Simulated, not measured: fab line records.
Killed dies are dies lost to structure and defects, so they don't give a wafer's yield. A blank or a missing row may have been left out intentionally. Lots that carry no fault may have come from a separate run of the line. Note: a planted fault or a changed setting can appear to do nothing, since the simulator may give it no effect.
fab line records / flow berkeley-cmos170
record lots=15 wafers=45 last-day=13
route steps=331 shown ZERO@13 ACTIVE@71 PVT@121 CONTACT@232
lots untouched by any fault: they come from a run of this same line in which no faults occurred
start-h: hours from the record's first day to the start of the lot's first wafer shown / wait-h: how many hours have passed since the lot's step before this one / " repeats the value in the row above / L1.1+2: a row that stands for several wafers / - either no value or no given start / * or withheld: withheld / < > ~ a bound
route shown NAME@n: NAME is a module with steps in the file, n the number in the route of the first one / usual: average and standard deviation across the fault-free wafers / same: alike in all rows / chamber/n: place in a boat / sites: each site's reading / _std_site: standard deviation across them / _edge_site: mean of outer sites minus mean of inner sites / radius-mm: how far each site lies from the wafer's centre / mask NAME#n: copy n / behind: the tool/chamber that last shaped the wafer / hold: cause of the lot's hold/its duration in hours/its outcome / device: names the non-switching transistor (n, p or np) / end of line: the tests these same wafers got at the end of their route / a step given without rows: its recipe and nothing more / killed: count of dies lost to structure and defects at first sort (not the wafer's yield) / map: a wafer's dies, marking killed ones x, the rest . and places with no die _
set.NAME: setting as actually run; set.NAME@STEP: the setting as run at that earlier step / model.NAME: the simulator's own value behind a step, which no gauge read
one table for each step of the route and one row for each wafer, over a sample of lots
services: when a tool's chamber went out of use (start-h, in hours from the record's first day, below 0 if earlier), for how many hours, and the reason
## steps
# step UCB170_ZERO_STRIP_07
# recipe chemistry=O2 power-w=400 pressure-mtorr=3500 platen-temp-c=withheld o2-flow-sccm=400 overash-fraction=0.5
# usual chamber-pressure-mTorr=3500/3.1 drypump-motor-current-A=5.39/0.26 oes-product-au=0.727/0.0044 strip-time-to-endpoint-s=21.44/0.075
lot.wafer=L657.1 tool=plasma-asher-01 chamber=1 start-h=26.71 wait-h=0.0 chamber-pressure-mTorr=3503 drypump-motor-current-A=5.53 oes-product-au=0.726 rf-hours-counter-h=29 strip-time-to-endpoint-s=21.31
lot.wafer=L657.4 tool=plasma-asher-01 chamber=1 start-h=26.71 wait-h=0.0 chamber-pressure-mTorr=3501 drypump-motor-current-A=5.58 oes-product-au=0.719 rf-hours-counter-h=- strip-time-to-endpoint-s=21.36
lot.wafer=L657.6 tool=plasma-asher-01 chamber=0 start-h=26.71 wait-h=0.0 chamber-pressure-mTorr=3501 drypump-motor-current-A=5.17 oes-product-au=0.725 rf-hours-counter-h=- strip-time-to-endpoint-s=21.46
lot.wafer=L658.1 tool=plasma-asher-03 chamber=0 start-h=35.63 wait-h=0.0 chamber-pressure-mTorr=3499 drypump-motor-current-A=5.62 oes-product-au=0.727 rf-hours-counter-h=28 strip-time-to-endpoint-s=21.37
lot.wafer=L658.4 tool=plasma-asher-03 chamber=1 start-h=35.63 wait-h=0.0 chamber-pressure-mTorr=3504 drypump-motor-current-A=5.78 oes-product-au=0.722 rf-hours-counter-h=- strip-time-to-endpoint-s=21.38
lot.wafer=L658.6 tool=plasma-asher-03 chamber=1 start-h=35.63 wait-h=0.0 chamber-pressure-mTorr=3502 drypump-motor-current-A=5.80 oes-product-au=0.723 rf-hours-counter-h=- strip-time-to-endpoint-s=21.39
lot.wafer=L660.2 tool=plasma-asher-03 chamber=0 start-h=36.02 wait-h=0.0 chamber-pressure-mTorr=3494 drypump-motor-current-A=5.60 oes-product-au=0.721 rf-hours-counter-h=28 strip-time-to-endpoint-s=21.48
lot.wafer=L660.4 tool=plasma-asher-03 chamber=1 start-h=36.02 wait-h=0.0 chamber-pressure-mTorr=3495 drypump-motor-current-A=5.81 oes-product-au=0.729 rf-hours-counter-h=- strip-time-to-endpoint-s=21.50
lot.wafer=L660.6 tool=plasma-asher-03 chamber=0 start-h=36.02 wait-h=0.0 chamber-pressure-mTorr=3502 drypump-motor-current-A=5.62 oes-product-au=0.723 rf-hours-counter-h=- strip-time-to-endpoint-s=21.58
lot.wafer=L661.2 tool=plasma-asher-04 chamber=1 start-h=43.48 wait-h=0.0 chamber-pressure-mTorr=3503 drypump-motor-current-A=4.95 oes-product-au=0.731 rf-hours-counter-h=31 strip-time-to-endpoint-s=21.44
lot.wafer=L661.4 tool=plasma-asher-04 chamber=0 start-h=43.48 wait-h=0.0 chamber-pressure-mTorr=3502 drypump-motor-current-A=5.36 oes-product-au=0.728 rf-hours-counter-h=- strip-time-to-endpoint-s=21.53
lot.wafer=L661.6 tool=plasma-asher-04 chamber=0 start-h=43.48 wait-h=0.0 chamber-pressure-mTorr=3501 drypump-motor-current-A=5.39 oes-product-au=0.733 rf-hours-counter-h=- strip-time-to-endpoint-s=21.47
lot.wafer=L662.1 tool=plasma-asher-01 chamber=0 start-h=43.72 wait-h=0.0 chamber-pressure-mTorr=3503 drypump-motor-current-A=5.17 oes-product-au=0.730 rf-hours-counter-h=31 strip-time-to-endpoint-s=21.41
lot.wafer=L662.2 tool=plasma-asher-01 chamber=1 start-h=43.72 wait-h=0.0 chamber-pressure-mTorr=3498 drypump-motor-current-A=5.59 oes-product-au=0.731 rf-hours-counter-h=31 strip-time-to-endpoint-s=21.46
lot.wafer=L662.3 tool=plasma-asher-01 chamber=1 start-h=43.72 wait-h=0.0 chamber-pressure-mTorr=3503 drypump-motor-current-A=5.63 oes-product-au=0.734 rf-hours-counter-h=- strip-time-to-endpoint-s=21.46
lot.wafer=L664.1 tool=plasma-asher-03 chamber=0 start-h=53.47 wait-h=0.0 chamber-pressure-mTorr=3501 drypump-motor-current-A=5.60 oes-product-au=0.726 rf-hours-counter-h=30 strip-time-to-endpoint-s=21.51
lot.wafer=L664.4 tool=plasma-asher-03 chamber=1 start-h=53.47 wait-h=0.0 chamber-pressure-mTorr=3503 drypump-motor-current-A=5.80 oes-product-au=0.730 rf-hours-counter-h=- strip-time-to-endpoint-s=21.53
lot.wafer=L664.6 tool=plasma-asher-03 chamber=1 start-h=53.47 wait-h=0.0 chamber-pressure-mTorr=3499 drypump-motor-current-A=5.77 oes-product-au=0.727 rf-hours-counter-h=- strip-time-to-endpoint-s=21.51
lot.wafer=L665.1 tool=plasma-asher-04 chamber=0 start-h=57.88 wait-h=0.0 chamber-pressure-mTorr=3504 drypump-motor-current-A=5.38 oes-product-au=0.731 rf-hours-counter-h=33 strip-time-to-endpoint-s=21.53
lot.wafer=L665.3 tool=plasma-asher-04 chamber=1 start-h=57.88 wait-h=0.0 chamber-pressure-mTorr=3498 drypump-motor-current-A=4.99 oes-product-au=0.727 rf-hours-counter-h=- strip-time-to-endpoint-s=21.52
lot.wafer=L665.4 tool=plasma-asher-04 chamber=0 start-h=57.88 wait-h=0.0 chamber-pressure-mTorr=3503 drypump-motor-current-A=5.39 oes-product-au=0.730 rf-hours-counter-h=- strip-time-to-endpoint-s=21.58
lot.wafer=L666.2 tool=plasma-asher-04 chamber=1 start-h=65.92 wait-h=0.0 chamber-pressure-mTorr=3506 drypump-motor-current-A=4.97 oes-product-au=0.727 rf-hours-counter-h=33 strip-time-to-endpoint-s=21.33
lot.wafer=L666.3 tool=plasma-asher-04 chamber=0 start-h=65.92 wait-h=0.0 chamber-pressure-mTorr=3498 drypump-motor-current-A=5.43 oes-product-au=0.729 rf-hours-counter-h=- strip-time-to-endpoint-s=21.35
lot.wafer=L666.6 tool=plasma-asher-04 chamber=0 start-h=65.92 wait-h=0.0 chamber-pressure-mTorr=3503 drypump-motor-current-A=5.41 oes-product-au=0.722 rf-hours-counter-h=- strip-time-to-endpoint-s=21.25
lot.wafer=L669.2 tool=plasma-asher-01 chamber=0 start-h=77.97 wait-h=0.0 chamber-pressure-mTorr=3499 drypump-motor-current-A=5.16 oes-product-au=0.728 rf-hours-counter-h=35 strip-time-to-endpoint-s=21.44
lot.wafer=L669.4 tool=plasma-asher-01 chamber=1 start-h=77.97 wait-h=0.0 chamber-pressure-mTorr=3501 drypump-motor-current-A=5.58 oes-product-au=0.722 rf-hours-counter-h=- strip-time-to-endpoint-s=21.36
lot.wafer=L669.6 tool=plasma-asher-01 chamber=0 start-h=77.97 wait-h=0.0 chamber-pressure-mTorr=3504 drypump-motor-current-A=5.20 oes-product-au=0.730 rf-hours-counter-h=- strip-time-to-endpoint-s=21.46
lot.wafer=L675.2 tool=plasma-asher-04 chamber=1 start-h=110.72 wait-h=0.0 chamber-pressure-mTorr=3503 drypump-motor-current-A=5.01 oes-product-au=0.732 rf-hours-counter-h=38 strip-time-to-endpoint-s=21.41
lot.wafer=L675.3 tool=plasma-asher-04 chamber=1 start-h=110.72 wait-h=0.0 chamber-pressure-mTorr=3501 drypump-motor-current-A=5.02 oes-product-au=0.730 rf-hours-counter-h=- strip-time-to-endpoint-s=21.41
lot.wafer=L675.4 tool=plasma-asher-04 chamber=0 start-h=110.72 wait-h=0.0 chamber-pressure-mTorr=3494 drypump-motor-current-A=5.41 oes-product-au=0.725 rf-hours-counter-h=- strip-time-to-endpoint-s=21.45
lot.wafer=L674.1 tool=plasma-asher-01 chamber=0 start-h=110.96 wait-h=0.0 chamber-pressure-mTorr=3501 drypump-motor-current-A=5.16 oes-product-au=0.737 rf-hours-counter-h=38 strip-time-to-endpoint-s=21.56
lot.wafer=L674.3 tool=plasma-asher-01 chamber=1 start-h=110.96 wait-h=0.0 chamber-pressure-mTorr=3503 drypump-motor-current-A=5.59 oes-product-au=0.731 rf-hours-counter-h=- strip-time-to-endpoint-s=21.56
lot.wafer=L674.5 tool=plasma-asher-01 chamber=1 start-h=110.96 wait-h=0.0 chamber-pressure-mTorr=3499 drypump-motor-current-A=5.58 oes-product-au=0.726 rf-hours-counter-h=- strip-time-to-endpoint-s=21.55
lot.wafer=L676.3 tool=plasma-asher-01 chamber=1 start-h=117.23 wait-h=0.0 chamber-pressure-mTorr=3499 drypump-motor-current-A=5.60 oes-product-au=0.731 rf-hours-counter-h=- strip-time-to-endpoint-s=21.47
lot.wafer=L676.4 tool=plasma-asher-01 chamber=0 start-h=117.23 wait-h=0.0 chamber-pressure-mTorr=3501 drypump-motor-current-A=5.19 oes-product-au=0.724 rf-hours-counter-h=- strip-time-to-endpoint-s=21.44
lot.wafer=L676.6 tool=plasma-asher-01 chamber=1 start-h=117.23 wait-h=0.0 chamber-pressure-mTorr=3503 drypump-motor-current-A=5.59 oes-product-au=0.718 rf-hours-counter-h=- strip-time-to-endpoint-s=21.47
lot.wafer=L677.1 tool=plasma-asher-03 chamber=0 start-h=122.02 wait-h=0.0 chamber-pressure-mTorr=3503 drypump-motor-current-A=5.61 oes-product-au=0.723 rf-hours-counter-h=0 strip-time-to-endpoint-s=21.50
lot.wafer=L677.3 tool=plasma-asher-03 chamber=1 start-h=122.02 wait-h=0.0 chamber-pressure-mTorr=3496 drypump-motor-current-A=5.79 oes-product-au=0.719 rf-hours-counter-h=- strip-time-to-endpoint-s=21.51
lot.wafer=L677.5 tool=plasma-asher-03 chamber=1 start-h=122.02 wait-h=0.0 chamber-pressure-mTorr=3502 drypump-motor-current-A=5.80 oes-product-au=0.729 rf-hours-counter-h=- strip-time-to-endpoint-s=21.51
lot.wafer=L678.2 tool=plasma-asher-04 chamber=0 start-h=126.94 wait-h=0.0 chamber-pressure-mTorr=3502 drypump-motor-current-A=5.39 oes-product-au=0.727 rf-hours-counter-h=40 strip-time-to-endpoint-s=21.42
lot.wafer=L678.5 tool=plasma-asher-04 chamber=0 start-h=126.94 wait-h=0.0 chamber-pressure-mTorr=3497 drypump-motor-current-A=5.38 oes-product-au=0.730 rf-hours-counter-h=- strip-time-to-endpoint-s=21.42
lot.wafer=L678.6 tool=plasma-asher-04 chamber=1 start-h=126.94 wait-h=0.0 chamber-pressure-mTorr=3501 drypump-motor-current-A=4.99 oes-product-au=0.726 rf-hours-counter-h=- strip-time-to-endpoint-s=21.40
lot.wafer=L680.2 tool=plasma-asher-01 chamber=0 start-h=140.59 wait-h=0.0 chamber-pressure-mTorr=3502 drypump-motor-current-A=5.17 oes-product-au=0.721 rf-hours-counter-h=42 strip-time-to-endpoint-s=21.50
lot.wafer=L680.3 tool=plasma-asher-01 chamber=0 start-h=140.59 wait-h=0.0 chamber-pressure-mTorr=3498 drypump-motor-current-A=5.18 oes-product-au=0.730 rf-hours-counter-h=- strip-time-to-endpoint-s=21.49
lot.wafer=L680.6 tool=plasma-asher-01 chamber=1 start-h=140.59 wait-h=0.0 chamber-pressure-mTorr=3503 drypump-motor-current-A=5.61 oes-product-au=0.721 rf-hours-counter-h=- strip-time-to-endpoint-s=21.45
# step UCB170_ACTIVE_PEB_11
# recipe peb-temp-c=130 peb-time-s=withheld resist=KrF
# usual chill-plate-temp-C=23.01/0.11 exhaust-pa=44.9/0.88
lot.wafer=L657.1 tool=litho-track-03 chamber=0 start-h=104.05 wait-h=0.1 chill-plate-temp-C=22.92 exhaust-pa=44.9
lot.wafer=L657.4 tool=litho-track-03 chamber=0 start-h=104.05 wait-h=0.1 chill-plate-temp-C=23.08 exhaust-pa=43.8
lot.wafer=L657.6 tool=litho-track-03 chamber=0 start-h=104.05 wait-h=0.1 chill-plate-temp-C=23.07 exhaust-pa=44.9
lot.wafer=L662.1 tool=litho-track-03 chamber=0 start-h=111.51 wait-h=0.5 chill-plate-temp-C=22.83 exhaust-pa=45.0
lot.wafer=L662.2 tool=litho-track-03 chamber=0 start-h=111.51 wait-h=0.5 chill-plate-temp-C=22.93 exhaust-pa=45.1
lot.wafer=L662.3 tool=litho-track-03 chamber=0 start-h=111.51 wait-h=0.5 chill-plate-temp-C=22.83 exhaust-pa=44.8
lot.wafer=L658.1 tool=litho-track-03 chamber=0 start-h=111.78 wait-h=0.4 chill-plate-temp-C=23.07 exhaust-pa=44.7
lot.wafer=L658.4 tool=litho-track-03 chamber=0 start-h=111.78 wait-h=0.4 chill-plate-temp-C=23.26 exhaust-pa=45.0
lot.wafer=L658.6 tool=litho-track-03 chamber=0 start-h=111.78 wait-h=0.4 chill-plate-temp-C=23.15 exhaust-pa=43.9
lot.wafer=L660.2 tool=litho-track-04 chamber=0 start-h=111.80 wait-h=0.5 chill-plate-temp-C=23.05 exhaust-pa=45.0
lot.wafer=L660.4 tool=litho-track-04 chamber=0 start-h=111.80 wait-h=0.5 chill-plate-temp-C=23.06 exhaust-pa=44.5
lot.wafer=L660.6 tool=litho-track-04 chamber=0 start-h=111.80 wait-h=0.5 chill-plate-temp-C=23.08 exhaust-pa=44.8
lot.wafer=L661.2 tool=litho-track-02 chamber=0 start-h=111.89 wait-h=0.3 chill-plate-temp-C=22.81 exhaust-pa=44.1
lot.wafer=L661.4 tool=litho-track-02 chamber=0 start-h=111.89 wait-h=0.3 chill-plate-temp-C=22.92 exhaust-pa=46.1
lot.wafer=L661.6 tool=litho-track-02 chamber=0 start-h=111.89 wait-h=0.3 chill-plate-temp-C=22.99 exhaust-pa=45.1
lot.wafer=L664.1 tool=litho-track-02 chamber=0 start-h=119.56 wait-h=0.1 chill-plate-temp-C=23.02 exhaust-pa=44.0
lot.wafer=L664.4 tool=litho-track-02 chamber=0 start-h=119.56 wait-h=0.1 chill-plate-temp-C=22.95 exhaust-pa=46.0
lot.wafer=L664.6 tool=litho-track-02 chamber=0 start-h=119.56 wait-h=0.1 chill-plate-temp-C=23.06 exhaust-pa=45.4
lot.wafer=L665.1 tool=litho-track-03 chamber=0 start-h=119.78 wait-h=0.1 chill-plate-temp-C=23.06 exhaust-pa=45.5
lot.wafer=L665.3 tool=litho-track-03 chamber=0 start-h=119.78 wait-h=0.1 chill-plate-temp-C=23.13 exhaust-pa=45.5
lot.wafer=L665.4 tool=litho-track-03 chamber=0 start-h=119.78 wait-h=0.1 chill-plate-temp-C=23.15 exhaust-pa=45.7
lot.wafer=L666.2 tool=litho-track-02 chamber=0 start-h=141.54 wait-h=0.1 chill-plate-temp-C=23.13 exhaust-pa=44.7
lot.wafer=L666.3 tool=litho-track-02 chamber=0 start-h=141.54 wait-h=0.1 chill-plate-temp-C=22.98 exhaust-pa=44.9
lot.wafer=L666.6 tool=litho-track-02 chamber=0 start-h=141.54 wait-h=0.1 chill-plate-temp-C=22.98 exhaust-pa=45.1
lot.wafer=L669.2 tool=litho-track-04 chamber=0 start-h=157.93 wait-h=0.1 chill-plate-temp-C=22.98 exhaust-pa=47.2
lot.wafer=L669.4 tool=litho-track-04 chamber=0 start-h=157.93 wait-h=0.1 chill-plate-temp-C=23.22 exhaust-pa=46.5
lot.wafer=L669.6 tool=litho-track-04 chamber=0 start-h=157.93 wait-h=0.1 chill-plate-temp-C=22.91 exhaust-pa=46.6
lot.wafer=L674.1 tool=litho-track-03 chamber=- start-h=184 wait-h=- chill-plate-temp-C=- exhaust-pa=-
lot.wafer=L674.3 tool=litho-track-03 chamber=- start-h=184 wait-h=- chill-plate-temp-C=- exhaust-pa=-
lot.wafer=L674.5 tool=litho-track-03 chamber=- start-h=184 wait-h=- chill-plate-temp-C=- exhaust-pa=-
lot.wafer=L676.3 tool=litho-track-04 chamber=- start-h=184.62 wait-h=1.0 chill-plate-temp-C=- exhaust-pa=-
lot.wafer=L676.4 tool=litho-track-04 chamber=- start-h=184.62 wait-h=1.0 chill-plate-temp-C=- exhaust-pa=-
lot.wafer=L676.6 tool=litho-track-04 chamber=- start-h=184.62 wait-h=1.0 chill-plate-temp-C=- exhaust-pa=-
lot.wafer=L675.2 tool=litho-track-03 chamber=- start-h=185 wait-h=- chill-plate-temp-C=- exhaust-pa=-
lot.wafer=L675.3 tool=litho-track-03 chamber=- start-h=185 wait-h=- chill-plate-temp-C=- exhaust-pa=-
lot.wafer=L675.4 tool=litho-track-03 chamber=- start-h=185 wait-h=- chill-plate-temp-C=- exhaust-pa=-
lot.wafer=L677.1 tool=litho-track-02 chamber=0 start-h=197.00 wait-h=0.6 chill-plate-temp-C=23.19 exhaust-pa=44.2
lot.wafer=L677.3 tool=litho-track-02 chamber=0 start-h=197.00 wait-h=0.6 chill-plate-temp-C=23.10 exhaust-pa=44.6
lot.wafer=L677.5 tool=litho-track-02 chamber=0 start-h=197.00 wait-h=0.6 chill-plate-temp-C=22.95 exhaust-pa=44.3
lot.wafer=L678.2 tool=litho-track-03 chamber=0 start-h=197.70 wait-h=0.8 chill-plate-temp-C=23.14 exhaust-pa=45.0
lot.wafer=L678.5 tool=litho-track-03 chamber=0 start-h=197.70 wait-h=0.8 chill-plate-temp-C=23.11 exhaust-pa=44.3
lot.wafer=L678.6 tool=litho-track-03 chamber=0 start-h=197.70 wait-h=0.8 chill-plate-temp-C=22.99 exhaust-pa=45.9
lot.wafer=L680.2 tool=litho-track-02 chamber=0 start-h=209.46 wait-h=0.1 chill-plate-temp-C=23.01 exhaust-pa=45.0
lot.wafer=L680.3 tool=litho-track-02 chamber=0 start-h=209.46 wait-h=0.1 chill-plate-temp-C=23.01 exhaust-pa=45.7
lot.wafer=L680.6 tool=litho-track-02 chamber=0 start-h=209.46 wait-h=0.1 chill-plate-temp-C=22.89 exhaust-pa=44.8
# step UCB170_PVT_OVL_MEAS_06
# usual PVT_OVL=1/5.7
lot.wafer=L657.1 tool=overlay-02 chamber=- start-h=144.15 wait-h=- PVT_OVL[nm]=-6
lot.wafer=L657.4 tool=overlay-02 chamber=- start-h=144.15 wait-h=- PVT_OVL[nm]=6
lot.wafer=L657.6 tool=overlay-02 chamber=- start-h=144.15 wait-h=- PVT_OVL[nm]=5
lot.wafer=L662.1 tool=overlay-02 chamber=- start-h=153.85 wait-h=- PVT_OVL[nm]=3
lot.wafer=L662.2 tool=overlay-02 chamber=- start-h=153.85 wait-h=- PVT_OVL[nm]=-3
lot.wafer=L662.3 tool=overlay-02 chamber=- start-h=153.85 wait-h=- PVT_OVL[nm]=5
lot.wafer=L661.2 tool=overlay-02 chamber=- start-h=154.31 wait-h=- PVT_OVL[nm]=-4
lot.wafer=L661.4 tool=overlay-02 chamber=- start-h=154.31 wait-h=- PVT_OVL[nm]=-10
lot.wafer=L661.6 tool=overlay-02 chamber=- start-h=154.31 wait-h=- PVT_OVL[nm]=-5
lot.wafer=L660.2 tool=overlay-02 chamber=- start-h=154.59 wait-h=- PVT_OVL[nm]=8
lot.wafer=L660.4 tool=overlay-02 chamber=- start-h=154.59 wait-h=- PVT_OVL[nm]=11
lot.wafer=L660.6 tool=overlay-02 chamber=- start-h=154.59 wait-h=- PVT_OVL[nm]=10
lot.wafer=L658.1 tool=overlay-02 chamber=- start-h=154.86 wait-h=- PVT_OVL[nm]=4
lot.wafer=L658.4 tool=overlay-02 chamber=- start-h=154.86 wait-h=- PVT_OVL[nm]=-1
lot.wafer=L658.6 tool=overlay-02 chamber=- start-h=154.86 wait-h=- PVT_OVL[nm]=-7
lot.wafer=L665.1 tool=overlay-02 chamber=- start-h=168.22 wait-h=- PVT_OVL[nm]=-3
lot.wafer=L665.3 tool=overlay-02 chamber=- start-h=168.22 wait-h=- PVT_OVL[nm]=6
lot.wafer=L665.4 tool=overlay-02 chamber=- start-h=168.22 wait-h=- PVT_OVL[nm]=14
lot.wafer=L664.1 tool=overlay-02 chamber=- start-h=168.67 wait-h=- PVT_OVL[nm]=-2
lot.wafer=L664.4 tool=overlay-02 chamber=- start-h=168.67 wait-h=- PVT_OVL[nm]=-1
lot.wafer=L664.6 tool=overlay-02 chamber=- start-h=168.67 wait-h=- PVT_OVL[nm]=-5
lot.wafer=L666.2 tool=overlay-02 chamber=- start-h=185.61 wait-h=- PVT_OVL[nm]=0
lot.wafer=L666.3 tool=overlay-02 chamber=- start-h=185.61 wait-h=- PVT_OVL[nm]=12
lot.wafer=L666.6 tool=overlay-02 chamber=- start-h=185.61 wait-h=- PVT_OVL[nm]=-1
lot.wafer=L669.2 tool=overlay-02 chamber=- start-h=200.81 wait-h=- PVT_OVL[nm]=-2
lot.wafer=L669.4 tool=overlay-02 chamber=- start-h=200.81 wait-h=- PVT_OVL[nm]=-6
lot.wafer=L669.6 tool=overlay-02 chamber=- start-h=200.81 wait-h=- PVT_OVL[nm]=-5
lot.wafer=L677.1 tool=overlay-02 chamber=- start-h=237.03 wait-h=- PVT_OVL[nm]=5
lot.wafer=L677.3 tool=overlay-02 chamber=- start-h=237.03 wait-h=- PVT_OVL[nm]=9
lot.wafer=L677.5 tool=overlay-02 chamber=- start-h=237.03 wait-h=- PVT_OVL[nm]=13
lot.wafer=L678.2 tool=overlay-01 chamber=- start-h=237.16 wait-h=- PVT_OVL[nm]=0
lot.wafer=L678.5 tool=overlay-01 chamber=- start-h=237.16 wait-h=- PVT_OVL[nm]=2
lot.wafer=L678.6 tool=overlay-01 chamber=- start-h=237.16 wait-h=- PVT_OVL[nm]=-4
lot.wafer=L680.2 tool=overlay-01 chamber=- start-h=249.78 wait-h=- PVT_OVL[nm]=-4
lot.wafer=L680.3 tool=overlay-01 chamber=- start-h=249.78 wait-h=- PVT_OVL[nm]=6
lot.wafer=L680.6 tool=overlay-01 chamber=- start-h=249.78 wait-h=- PVT_OVL[nm]=-6
# step UCB170_CONTACT_OVL_MEAS_16
# usual CONTACT_OVL=-1/5.9
lot.wafer=L657.1 tool=overlay-02 chamber=- start-h=182.79 wait-h=0.1 CONTACT_OVL[nm]=-5
lot.wafer=L657.4 tool=overlay-02 chamber=- start-h=182.79 wait-h=0.1 CONTACT_OVL[nm]=-3
lot.wafer=L657.6 tool=overlay-02 chamber=- start-h=182.79 wait-h=0.1 CONTACT_OVL[nm]=-5
lot.wafer=L660.2 tool=overlay-02 chamber=- start-h=193.55 wait-h=0.1 CONTACT_OVL[nm]=0
lot.wafer=L660.4 tool=overlay-02 chamber=- start-h=193.55 wait-h=0.1 CONTACT_OVL[nm]=-6
lot.wafer=L660.6 tool=overlay-02 chamber=- start-h=193.55 wait-h=0.1 CONTACT_OVL[nm]=-4
lot.wafer=L662.1 tool=overlay-02 chamber=- start-h=195.90 wait-h=0.1 CONTACT_OVL[nm]=-5
lot.wafer=L662.2 tool=overlay-02 chamber=- start-h=195.90 wait-h=0.1 CONTACT_OVL[nm]=-9
lot.wafer=L662.3 tool=overlay-02 chamber=- start-h=195.90 wait-h=0.1 CONTACT_OVL[nm]=-9
lot.wafer=L661.2 tool=overlay-02 chamber=- start-h=196.73 wait-h=0.1 CONTACT_OVL[nm]=-1
lot.wafer=L661.4 tool=overlay-02 chamber=- start-h=196.73 wait-h=0.1 CONTACT_OVL[nm]=-9
lot.wafer=L661.6 tool=overlay-02 chamber=- start-h=196.73 wait-h=0.1 CONTACT_OVL[nm]=7
lot.wafer=L658.1 tool=overlay-02 chamber=- start-h=197.08 wait-h=0.1 CONTACT_OVL[nm]=8
lot.wafer=L658.4 tool=overlay-02 chamber=- start-h=197.08 wait-h=0.1 CONTACT_OVL[nm]=1
lot.wafer=L658.6 tool=overlay-02 chamber=- start-h=197.08 wait-h=0.1 CONTACT_OVL[nm]=9
lot.wafer=L664.1 tool=overlay-01 chamber=- start-h=210.79 wait-h=0.1 CONTACT_OVL[nm]=-2
lot.wafer=L664.4 tool=overlay-01 chamber=- start-h=210.79 wait-h=0.1 CONTACT_OVL[nm]=-1
lot.wafer=L664.6 tool=overlay-01 chamber=- start-h=210.79 wait-h=0.1 CONTACT_OVL[nm]=-3
lot.wafer=L665.1 tool=overlay-01 chamber=- start-h=211.27 wait-h=0.1 CONTACT_OVL[nm]=1
lot.wafer=L665.3 tool=overlay-01 chamber=- start-h=211.27 wait-h=0.1 CONTACT_OVL[nm]=-5
lot.wafer=L665.4 tool=overlay-01 chamber=- start-h=211.27 wait-h=0.1 CONTACT_OVL[nm]=-1
lot.wafer=L666.2 tool=overlay-01 chamber=- start-h=223.60 wait-h=0.1 CONTACT_OVL[nm]=-4
lot.wafer=L666.3 tool=overlay-01 chamber=- start-h=223.60 wait-h=0.1 CONTACT_OVL[nm]=-3
lot.wafer=L666.6 tool=overlay-01 chamber=- start-h=223.60 wait-h=0.1 CONTACT_OVL[nm]=5
lot.wafer=L669.2 tool=overlay-02 chamber=- start-h=242.99 wait-h=0.1 CONTACT_OVL[nm]=-7
lot.wafer=L669.4 tool=overlay-02 chamber=- start-h=242.99 wait-h=0.1 CONTACT_OVL[nm]=-5
lot.wafer=L669.6 tool=overlay-02 chamber=- start-h=242.99 wait-h=0.1 CONTACT_OVL[nm]=-3
lot.wafer=L677.1 tool=overlay-01 chamber=- start-h=289.49 wait-h=0.1 CONTACT_OVL[nm]=-1
lot.wafer=L677.3 tool=overlay-01 chamber=- start-h=289.49 wait-h=0.1 CONTACT_OVL[nm]=-7
lot.wafer=L677.5 tool=overlay-01 chamber=- start-h=289.49 wait-h=0.1 CONTACT_OVL[nm]=-12
lot.wafer=L680.2 tool=overlay-01 chamber=- start-h=289.92 wait-h=0.1 CONTACT_OVL[nm]=-4
lot.wafer=L680.3 tool=overlay-01 chamber=- start-h=289.92 wait-h=0.1 CONTACT_OVL[nm]=2
lot.wafer=L680.6 tool=overlay-01 chamber=- start-h=289.92 wait-h=0.1 CONTACT_OVL[nm]=2
lot.wafer=L678.2 tool=overlay-02 chamber=- start-h=291.24 wait-h=0.1 CONTACT_OVL[nm]=7
lot.wafer=L678.5 tool=overlay-02 chamber=- start-h=291.24 wait-h=0.1 CONTACT_OVL[nm]=-8
lot.wafer=L678.6 tool=overlay-02 chamber=- start-h=291.24 wait-h=0.1 CONTACT_OVL[nm]=4
## services
tool=plasma-asher-01 chamber=- start-h=98.16 hours=1.2 kind=repair
tool=plasma-asher-03 chamber=- start-h=108.75 hours=9.0 kind=pm
tool=plasma-asher-03 chamber=0 start-h=108.75 hours=9.0 kind=vent-cycle
tool=plasma-asher-03 chamber=1 start-h=108.75 hours=9.0 kind=vent-cycle
tool=plasma-asher-03 chamber=0 start-h=117.75 hours=- kind=clean
tool=plasma-asher-03 chamber=1 start-h=117.75 hours=- kind=clean
tool=plasma-asher-04 chamber=- start-h=197.92 hours=0.5 kind=repair
## key
first-sign step=UCB170_ACTIVE_PEB_11 reading=tool-record direction=missing
effect none on later readings
met-at UCB170_ACTIVE_PEB_11
struck-lots L674,L675,L676
later-rows-left-out L674.1,L674.3,L674.5,L675.2,L675.3,L675.4,L676.3,L676.4,L676.6
sort-left-out L674.1,L674.3,L674.5,L675.2,L675.3,L675.4,L676.3,L676.4,L676.6
tester-left-out L674,L675,L676
not-acting-at UCB170_ZERO_STRIP_07,UCB170_PVT_OVL_MEAS_06,UCB170_CONTACT_OVL_MEAS_16
onset-between 157.93 184
fault kind=skipped-step-whole tool=litho-track-03,litho-track-04 chamber=- onset-h=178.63 steps=UCB170_ACTIVE_PEB_11 scope=struck-lots-only
# tester-left-out: of these lots the tester's yield and bins aren't shown, on N5 and GAA mostly nor the transistor test; their killed dies are dies lost to structure and defects alone, not to doping, threshold or leakage, so they don't give the yield
# sort-left-out: the simulated sort isn't trusted on such a fault, so these wafers' sort isn't shown, and their yield isn't known
# later-rows-left-out: the simulator's readings of these wafers behind a module that went badly wrong aren't trusted and aren't shown, but for the sort
